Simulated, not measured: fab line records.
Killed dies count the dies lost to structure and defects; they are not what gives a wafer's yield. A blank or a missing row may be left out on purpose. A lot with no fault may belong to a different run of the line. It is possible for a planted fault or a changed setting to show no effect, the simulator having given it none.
fab line records :: flow berkeley-cmos170
record:
  lots: 6
  wafers: 18
  last-day: 13
route steps=331 shown PSD@180 NSD@187
lots with no fault: from the same line, run without faults
start-h: hours from the record's first day to the start of the lot's first wafer shown :: wait-h: hours since the lot's step before :: " unchanged from the row above :: L1.1+2: a single row standing in for several wafers :: - value missing, or start not given :: * or withheld: withheld :: < > ~ a bound
route shown NAME@n: names a module that has steps shown in the file, with the first one's number in the route :: usual: mean and standard deviation over wafers with no fault :: same: alike in all rows :: chamber/n: place in a boat :: sites: per-site readings :: _std_site: the standard deviation of these :: _edge_site: the outer-site mean with the inner-site mean subtracted :: radius-mm: how far each site lies from the wafer's centre :: mask NAME#n: copy n :: behind: the tool/chamber that last shaped the wafer :: hold: reason for holding the lot/hours on hold/outcome of the hold :: device: the n, p or np transistor that did not switch :: end of line: tests of these same wafers at the route's end :: where a step has no rows: the recipe by itself :: killed: dies lost to structure and defects at the first sort, not the wafer's yield :: map: a wafer's dies, x killed, . not, _ none there
set.NAME: the setting that was run; set.NAME@STEP: the one run at that earlier step :: model.NAME: the simulator's own value behind a step, which no gauge read
certain route steps with their lots: each step a table, each wafer a row
services: from which hour (start-h, from the record's first day; less than 0 if before it) a tool's chamber was out of use, for how many hours, and why
== steps ==
step: UCB170_PSD_DEVELOP_05
recipe:
  developer: TMAH
  develop-time-s: 45
  resist: KrF
  dev-temp-c: 21
step: UCB170_PSD_CD_MEAS_06
recipe:
  target-cd-nm: 1200
usual:
  cd-nm: 1199.4/1.7
lot.wafer: L472.1
tool: cd-sem-01
chamber: -
start-h: 175.62
wait-h: -
cd-nm: 1200.2

lot.wafer: L472.2
tool: cd-sem-01
chamber: -
start-h: 175.62
wait-h: -
cd-nm: 1198.8

lot.wafer: L472.4
tool: cd-sem-01
chamber: -
start-h: 175.62
wait-h: -
cd-nm: 1201.1

lot.wafer: L479.1
tool: cd-sem-01
chamber: -
start-h: 209.08
wait-h: -
cd-nm: 1200.2

lot.wafer: L479.3
tool: cd-sem-01
chamber: -
start-h: 209.08
wait-h: -
cd-nm: 1198.8

lot.wafer: L479.5
tool: cd-sem-01
chamber: -
start-h: 209.08
wait-h: -
cd-nm: 1200.1

lot.wafer: L480.3
tool: cd-sem-01
chamber: -
start-h: 226.76
wait-h: -
cd-nm: 1201.0

lot.wafer: L480.5
tool: cd-sem-01
chamber: -
start-h: 226.76
wait-h: -
cd-nm: 1200.0

lot.wafer: L480.6
tool: cd-sem-01
chamber: -
start-h: 226.76
wait-h: -
cd-nm: 1201.4

lot.wafer: L481.1
tool: cd-sem-02
chamber: -
start-h: 226.84
wait-h: -
cd-nm: 1199.6

lot.wafer: L481.3
tool: cd-sem-02
chamber: -
start-h: 226.84
wait-h: -
cd-nm: 1199.4

lot.wafer: L481.6
tool: cd-sem-02
chamber: -
start-h: 226.84
wait-h: -
cd-nm: 1199.9

lot.wafer: L483.1
tool: cd-sem-02
chamber: -
start-h: 234.53
wait-h: -
cd-nm: 1200.2

lot.wafer: L483.2
tool: cd-sem-02
chamber: -
start-h: 234.53
wait-h: -
cd-nm: 1200.3

lot.wafer: L483.3
tool: cd-sem-02
chamber: -
start-h: 234.53
wait-h: -
cd-nm: 1198.9

lot.wafer: L491.1
tool: cd-sem-02
chamber: -
start-h: 276.08
wait-h: -
cd-nm: 1197.2

lot.wafer: L491.2
tool: cd-sem-02
chamber: -
start-h: 276.08
wait-h: -
cd-nm: 1198.0

lot.wafer: L491.4
tool: cd-sem-02
chamber: -
start-h: 276.08
wait-h: -
cd-nm: 1197.7
step: UCB170_PSD_OVL_MEAS_07
usual:
  PSD_OVL: -4/5.2
lot.wafer: L472.1
tool: overlay-01
chamber: -
start-h: 175.74
wait-h: 0.1
PSD_OVL[nm]: -9

lot.wafer: L472.2
tool: overlay-01
chamber: -
start-h: 175.74
wait-h: 0.1
PSD_OVL[nm]: -8

lot.wafer: L472.4
tool: overlay-01
chamber: -
start-h: 175.74
wait-h: 0.1
PSD_OVL[nm]: -2

lot.wafer: L479.1
tool: overlay-02
chamber: -
start-h: 209.20
wait-h: 0.1
PSD_OVL[nm]: -7

lot.wafer: L479.3
tool: overlay-02
chamber: -
start-h: 209.20
wait-h: 0.1
PSD_OVL[nm]: -7

lot.wafer: L479.5
tool: overlay-02
chamber: -
start-h: 209.20
wait-h: 0.1
PSD_OVL[nm]: -4

lot.wafer: L480.3
tool: overlay-02
chamber: -
start-h: 226.85
wait-h: 0.1
PSD_OVL[nm]: -7

lot.wafer: L480.5
tool: overlay-02
chamber: -
start-h: 226.85
wait-h: 0.1
PSD_OVL[nm]: -2

lot.wafer: L480.6
tool: overlay-02
chamber: -
start-h: 226.85
wait-h: 0.1
PSD_OVL[nm]: 0

lot.wafer: L481.1
tool: overlay-01
chamber: -
start-h: 226.96
wait-h: 0.1
PSD_OVL[nm]: -1

lot.wafer: L481.3
tool: overlay-01
chamber: -
start-h: 226.96
wait-h: 0.1
PSD_OVL[nm]: -6

lot.wafer: L481.6
tool: overlay-01
chamber: -
start-h: 226.96
wait-h: 0.1
PSD_OVL[nm]: -2

lot.wafer: L483.1
tool: overlay-02
chamber: -
start-h: 234.65
wait-h: 0.1
PSD_OVL[nm]: -1

lot.wafer: L483.2
tool: overlay-02
chamber: -
start-h: 234.65
wait-h: 0.1
PSD_OVL[nm]: -4

lot.wafer: L483.3
tool: overlay-02
chamber: -
start-h: 234.65
wait-h: 0.1
PSD_OVL[nm]: 3

lot.wafer: L491.1
tool: overlay-01
chamber: -
start-h: 276.20
wait-h: 0.1
PSD_OVL[nm]: 5

lot.wafer: L491.2
tool: overlay-01
chamber: -
start-h: 276.20
wait-h: 0.1
PSD_OVL[nm]: 2

lot.wafer: L491.4
tool: overlay-01
chamber: -
start-h: 276.20
wait-h: 0.1
PSD_OVL[nm]: 1
step: UCB170_PSD_IMPLANT_08
recipe:
  species: B
  dose-cm2: 3e+15
  energy-kev: 20
  tilt-deg: 7
step: UCB170_PSD_STRIP_09
recipe:
  chemistry: O2
  power-w: 400
  pressure-mtorr: 3500
  platen-temp-c: withheld
  o2-flow-sccm: 400
  overash-fraction: 0.5
usual:
  drypump-motor-current-A: 5.6/0.3
  oes-product-au: 0.600/0.0044
  strip-time-to-endpoint-s: 29.39/0.079
lot.wafer: L472.1
tool: plasma-asher-01
chamber: 1
start-h: 175.92
wait-h: 0.1
drypump-motor-current-A: 5.6
oes-product-au: 0.597
rf-hours-counter-h: 49
strip-time-to-endpoint-s: 29.38

lot.wafer: L472.2
tool: plasma-asher-01
chamber: 0
start-h: 175.92
wait-h: 0.1
drypump-motor-current-A: 6.1
oes-product-au: 0.607
rf-hours-counter-h: 49
strip-time-to-endpoint-s: 29.35

lot.wafer: L472.4
tool: plasma-asher-01
chamber: 0
start-h: 175.92
wait-h: 0.1
drypump-motor-current-A: 6.1
oes-product-au: 0.600
rf-hours-counter-h: -
strip-time-to-endpoint-s: 29.34

lot.wafer: L479.1
tool: plasma-asher-01
chamber: 0
start-h: 209.39
wait-h: 0.1
drypump-motor-current-A: 6.1
oes-product-au: 0.605
rf-hours-counter-h: 53
strip-time-to-endpoint-s: 29.42

lot.wafer: L479.3
tool: plasma-asher-01
chamber: 0
start-h: 209.39
wait-h: 0.1
drypump-motor-current-A: 6.1
oes-product-au: 0.600
rf-hours-counter-h: -
strip-time-to-endpoint-s: 29.41

lot.wafer: L479.5
tool: plasma-asher-01
chamber: 1
start-h: 209.39
wait-h: 0.1
drypump-motor-current-A: 5.6
oes-product-au: 0.606
rf-hours-counter-h: -
strip-time-to-endpoint-s: 29.41

lot.wafer: L480.3
tool: plasma-asher-03
chamber: 1
start-h: 227.06
wait-h: 0.1
drypump-motor-current-A: 5.9
oes-product-au: 0.595
rf-hours-counter-h: -
strip-time-to-endpoint-s: 29.30

lot.wafer: L480.5
tool: plasma-asher-03
chamber: 1
start-h: 227.06
wait-h: 0.1
drypump-motor-current-A: 5.9
oes-product-au: 0.594
rf-hours-counter-h: -
strip-time-to-endpoint-s: 29.34

lot.wafer: L480.6
tool: plasma-asher-03
chamber: 0
start-h: 227.06
wait-h: 0.1
drypump-motor-current-A: 5.3
oes-product-au: 0.597
rf-hours-counter-h: -
strip-time-to-endpoint-s: 29.41

lot.wafer: L481.1
tool: plasma-asher-01
chamber: 0
start-h: 227.14
wait-h: 0.1
drypump-motor-current-A: 6.1
oes-product-au: 0.598
rf-hours-counter-h: 56
strip-time-to-endpoint-s: 29.51

lot.wafer: L481.3
tool: plasma-asher-01
chamber: 1
start-h: 227.14
wait-h: 0.1
drypump-motor-current-A: 5.5
oes-product-au: 0.593
rf-hours-counter-h: -
strip-time-to-endpoint-s: 29.51

lot.wafer: L481.6
tool: plasma-asher-01
chamber: 0
start-h: 227.14
wait-h: 0.1
drypump-motor-current-A: 6.1
oes-product-au: 0.601
rf-hours-counter-h: -
strip-time-to-endpoint-s: 29.52

lot.wafer: L483.1
tool: plasma-asher-03
chamber: 0
start-h: 234.84
wait-h: 0.1
drypump-motor-current-A: 5.3
oes-product-au: 0.601
rf-hours-counter-h: 11
strip-time-to-endpoint-s: 29.33

lot.wafer: L483.2
tool: plasma-asher-03
chamber: 1
start-h: 234.84
wait-h: 0.1
drypump-motor-current-A: 5.8
oes-product-au: 0.601
rf-hours-counter-h: 11
strip-time-to-endpoint-s: 29.33

lot.wafer: L483.3
tool: plasma-asher-03
chamber: 1
start-h: 234.84
wait-h: 0.1
drypump-motor-current-A: 5.9
oes-product-au: 0.597
rf-hours-counter-h: -
strip-time-to-endpoint-s: 29.39

lot.wafer: L491.1
tool: plasma-asher-03
chamber: 1
start-h: 276.39
wait-h: 0.1
drypump-motor-current-A: 5.9
oes-product-au: 0.595
rf-hours-counter-h: 17
strip-time-to-endpoint-s: 29.42

lot.wafer: L491.2
tool: plasma-asher-03
chamber: 0
start-h: 276.39
wait-h: 0.1
drypump-motor-current-A: 5.3
oes-product-au: 0.598
rf-hours-counter-h: 17
strip-time-to-endpoint-s: 29.33

lot.wafer: L491.4
tool: plasma-asher-03
chamber: 0
start-h: 276.39
wait-h: 0.1
drypump-motor-current-A: 5.3
oes-product-au: 0.593
rf-hours-counter-h: -
strip-time-to-endpoint-s: 29.43
step: UCB170_PSD_TW_MEAS_10
usual:
  PSD_TW: 2326/22
lot.wafer: L472.1
tool: film-metro-02
chamber: -
start-h: 176.02
wait-h: 0.1
PSD_TW: 2331

lot.wafer: L472.2
tool: film-metro-02
chamber: -
start-h: 176.02
wait-h: 0.1
PSD_TW: 2331

lot.wafer: L472.4
tool: film-metro-02
chamber: -
start-h: 176.02
wait-h: 0.1
PSD_TW: 2334

lot.wafer: L479.1
tool: film-metro-04
chamber: -
start-h: 209.49
wait-h: 0.1
PSD_TW: 2314

lot.wafer: L479.3
tool: film-metro-04
chamber: -
start-h: 209.49
wait-h: 0.1
PSD_TW: 2314

lot.wafer: L479.5
tool: film-metro-04
chamber: -
start-h: 209.49
wait-h: 0.1
PSD_TW: 2318

lot.wafer: L480.3
tool: film-metro-04
chamber: -
start-h: 227.15
wait-h: 0.1
PSD_TW: 2292

lot.wafer: L480.5
tool: film-metro-04
chamber: -
start-h: 227.15
wait-h: 0.1
PSD_TW: 2300

lot.wafer: L480.6
tool: film-metro-04
chamber: -
start-h: 227.15
wait-h: 0.1
PSD_TW: 2296

lot.wafer: L481.1
tool: film-metro-02
chamber: -
start-h: 227.24
wait-h: 0.1
PSD_TW: 2326

lot.wafer: L481.3
tool: film-metro-02
chamber: -
start-h: 227.24
wait-h: 0.1
PSD_TW: 2341

lot.wafer: L481.6
tool: film-metro-02
chamber: -
start-h: 227.24
wait-h: 0.1
PSD_TW: 2340

lot.wafer: L483.1
tool: film-metro-03
chamber: -
start-h: 234.94
wait-h: 0.1
PSD_TW: 2325

lot.wafer: L483.2
tool: film-metro-03
chamber: -
start-h: 234.94
wait-h: 0.1
PSD_TW: 2329

lot.wafer: L483.3
tool: film-metro-03
chamber: -
start-h: 234.94
wait-h: 0.1
PSD_TW: 2311

lot.wafer: L491.1
tool: film-metro-03
chamber: -
start-h: 276.49
wait-h: 0.1
PSD_TW: 2325

lot.wafer: L491.2
tool: film-metro-03
chamber: -
start-h: 276.49
wait-h: 0.1
PSD_TW: 2310

lot.wafer: L491.4
tool: film-metro-03
chamber: -
start-h: 276.49
wait-h: 0.1
PSD_TW: 2329
step: UCB170_PSD_CLEAN_11
recipe:
  chemistry: SPM
  temp-c: 120
  time-s: 600
step: UCB170_NSD_HMDS_00
recipe:
  prime-time-s: 60
  prime-temp-c: 100
step: UCB170_NSD_COAT_01
recipe:
  resist: KrF
  spin-rpm: 1500
  resist-thk-nm: 900
step: UCB170_NSD_SOFTBAKE_02
recipe:
  resist: KrF
  temp-c: 130
  time-s: 60
step: UCB170_NSD_EXPOSE_03
recipe:
  mask-id: NSELECT_MOD
  na: 0.5
  sigma-outer: 0.6
  source-shape: conventional
  target-cd-nm: 1200
  dose-mj: 30
step: UCB170_NSD_PEB_04
recipe:
  peb-temp-c: 130
  peb-time-s: withheld
  resist: KrF
step: UCB170_NSD_DEVELOP_05
recipe:
  developer: TMAH
  develop-time-s: 45
  resist: KrF
  dev-temp-c: 21
usual:
  chill-plate-temp-C: 22.96/0.12
  develop-time-s: 45/0
lot.wafer: L472.1
tool: litho-track-01
chamber: 0
start-h: 177
wait-h: -
chill-plate-temp-C: 23.02
develop-time-s: 45
model.KrF_of_NSD_COAT_01.thk-nm: 885.5

lot.wafer: L472.2
tool: litho-track-01
chamber: 0
start-h: 177
wait-h: -
chill-plate-temp-C: 22.89
develop-time-s: 45
model.KrF_of_NSD_COAT_01.thk-nm: 885.7

lot.wafer: L472.4
tool: litho-track-01
chamber: 0
start-h: 177
wait-h: -
chill-plate-temp-C: 22.87
develop-time-s: 45
model.KrF_of_NSD_COAT_01.thk-nm: 886

lot.wafer: L479.1
tool: litho-track-03
chamber: 0
start-h: 211
wait-h: -
chill-plate-temp-C: 22.89
develop-time-s: 45
model.KrF_of_NSD_COAT_01.thk-nm: 888.6

lot.wafer: L479.3
tool: litho-track-03
chamber: 0
start-h: 211
wait-h: -
chill-plate-temp-C: 22.99
develop-time-s: 45
model.KrF_of_NSD_COAT_01.thk-nm: 888.1

lot.wafer: L479.5
tool: litho-track-03
chamber: 0
start-h: 211
wait-h: -
chill-plate-temp-C: 22.90
develop-time-s: 45
model.KrF_of_NSD_COAT_01.thk-nm: 888.9

lot.wafer: L480.3
tool: litho-track-02
chamber: -
start-h: 228
wait-h: -
chill-plate-temp-C: -
develop-time-s: -
model.KrF_of_NSD_COAT_01.thk-nm: 900.2

lot.wafer: L480.5
tool: litho-track-02
chamber: -
start-h: 228
wait-h: -
chill-plate-temp-C: -
develop-time-s: -
model.KrF_of_NSD_COAT_01.thk-nm: 900.2

lot.wafer: L480.6
tool: litho-track-02
chamber: -
start-h: 228
wait-h: -
chill-plate-temp-C: -
develop-time-s: -
model.KrF_of_NSD_COAT_01.thk-nm: 902.3

lot.wafer: L481.1
tool: litho-track-03
chamber: -
start-h: 229
wait-h: -
chill-plate-temp-C: -
develop-time-s: -
model.KrF_of_NSD_COAT_01.thk-nm: 899.1

lot.wafer: L481.3
tool: litho-track-03
chamber: -
start-h: 229
wait-h: -
chill-plate-temp-C: -
develop-time-s: -
model.KrF_of_NSD_COAT_01.thk-nm: 901.5

lot.wafer: L481.6
tool: litho-track-03
chamber: -
start-h: 229
wait-h: -
chill-plate-temp-C: -
develop-time-s: -
model.KrF_of_NSD_COAT_01.thk-nm: 901.8

lot.wafer: L483.1
tool: litho-track-02
chamber: 0
start-h: 236
wait-h: -
chill-plate-temp-C: 22.99
develop-time-s: 45
model.KrF_of_NSD_COAT_01.thk-nm: 881.1

lot.wafer: L483.2
tool: litho-track-02
chamber: 0
start-h: 236
wait-h: -
chill-plate-temp-C: 22.84
develop-time-s: 45
model.KrF_of_NSD_COAT_01.thk-nm: 882.4

lot.wafer: L483.3
tool: litho-track-02
chamber: 0
start-h: 236
wait-h: -
chill-plate-temp-C: 23.03
develop-time-s: 45
model.KrF_of_NSD_COAT_01.thk-nm: 880.2

lot.wafer: L491.1
tool: litho-track-03
chamber: 0
start-h: 277
wait-h: -
chill-plate-temp-C: 22.90
develop-time-s: 45
model.KrF_of_NSD_COAT_01.thk-nm: 886

lot.wafer: L491.2
tool: litho-track-03
chamber: 0
start-h: 277
wait-h: -
chill-plate-temp-C: 22.86
develop-time-s: 45
model.KrF_of_NSD_COAT_01.thk-nm: 885.2

lot.wafer: L491.4
tool: litho-track-03
chamber: 0
start-h: 277
wait-h: -
chill-plate-temp-C: 22.91
develop-time-s: 45
model.KrF_of_NSD_COAT_01.thk-nm: 886.5
step: UCB170_NSD_CD_MEAS_06
recipe:
  target-cd-nm: 1200
usual:
  cd-nm: 1199.6/1.6
lot.wafer: L472.1
tool: cd-sem-02
chamber: -
start-h: 177.82
wait-h: -
cd-nm: 1200.3

lot.wafer: L472.2
tool: cd-sem-02
chamber: -
start-h: 177.82
wait-h: -
cd-nm: 1198.7

lot.wafer: L472.4
tool: cd-sem-02
chamber: -
start-h: 177.82
wait-h: -
cd-nm: 1200.9

lot.wafer: L479.1
tool: cd-sem-02
chamber: -
start-h: 211.13
wait-h: -
cd-nm: 1200.4

lot.wafer: L479.3
tool: cd-sem-02
chamber: -
start-h: 211.13
wait-h: -
cd-nm: 1199.6

lot.wafer: L479.5
tool: cd-sem-02
chamber: -
start-h: 211.13
wait-h: -
cd-nm: 1199.3

lot.wafer: L480.3
tool: cd-sem-02
chamber: -
start-h: 228.26
wait-h: -
cd-nm: -

lot.wafer: L480.5
tool: cd-sem-02
chamber: -
start-h: 228.26
wait-h: -
cd-nm: -

lot.wafer: L480.6
tool: cd-sem-02
chamber: -
start-h: 228.26
wait-h: -
cd-nm: -

lot.wafer: L481.1
tool: cd-sem-01
chamber: -
start-h: 229.91
wait-h: -
cd-nm: -

lot.wafer: L481.3
tool: cd-sem-01
chamber: -
start-h: 229.91
wait-h: -
cd-nm: -

lot.wafer: L481.6
tool: cd-sem-01
chamber: -
start-h: 229.91
wait-h: -
cd-nm: -

lot.wafer: L483.1
tool: cd-sem-01
chamber: -
start-h: 236.98
wait-h: -
cd-nm: 1200.9

lot.wafer: L483.2
tool: cd-sem-01
chamber: -
start-h: 236.98
wait-h: -
cd-nm: 1201.5

lot.wafer: L483.3
tool: cd-sem-01
chamber: -
start-h: 236.98
wait-h: -
cd-nm: 1200.8

lot.wafer: L491.1
tool: cd-sem-02
chamber: -
start-h: 277.70
wait-h: -
cd-nm: 1198.4

lot.wafer: L491.2
tool: cd-sem-02
chamber: -
start-h: 277.70
wait-h: -
cd-nm: 1196.4

lot.wafer: L491.4
tool: cd-sem-02
chamber: -
start-h: 277.70
wait-h: -
cd-nm: 1199.3
== services ==
tool: plasma-asher-03
chamber: -
start-h: 199.55
hours: 2.8
kind: pm

tool: plasma-asher-01
chamber: -
start-h: 207.68
hours: 1.2
kind: repair
== key ==
first-sign:
  step: UCB170_NSD_DEVELOP_05
  reading: tool-record
  direction: missing
effect none on later readings
model-effect:
  step: UCB170_NSD_DEVELOP_05
  value: KrF_of_NSD_COAT_01.thk-nm
  without: 886.6
  struck: 900.8
met-at UCB170_NSD_DEVELOP_05
struck-wafers L480.3,L480.5,L480.6,L481.1,L481.3,L481.6
sort-left-out L480.3,L480.5,L480.6,L481.1,L481.3,L481.6
tester-left-out L480,L481
onset-between 211 228
fault:
  kind: skipped-step-whole
  tool: litho-track-02,litho-track-03
  chamber: -
  onset-h: 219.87
  steps: UCB170_NSD_DEVELOP_05
  scope: struck-lots-only
tester-left-out: of these lots the tester's yield and bins aren't shown, on N5 and GAA mostly nor the transistor test; their killed dies are dies lost to structure and defects alone, not to doping, threshold or leakage, so they don't give the yield
sort-left-out: the simulated sort isn't trusted on such a fault, so these wafers' sort isn't shown, and their yield isn't known
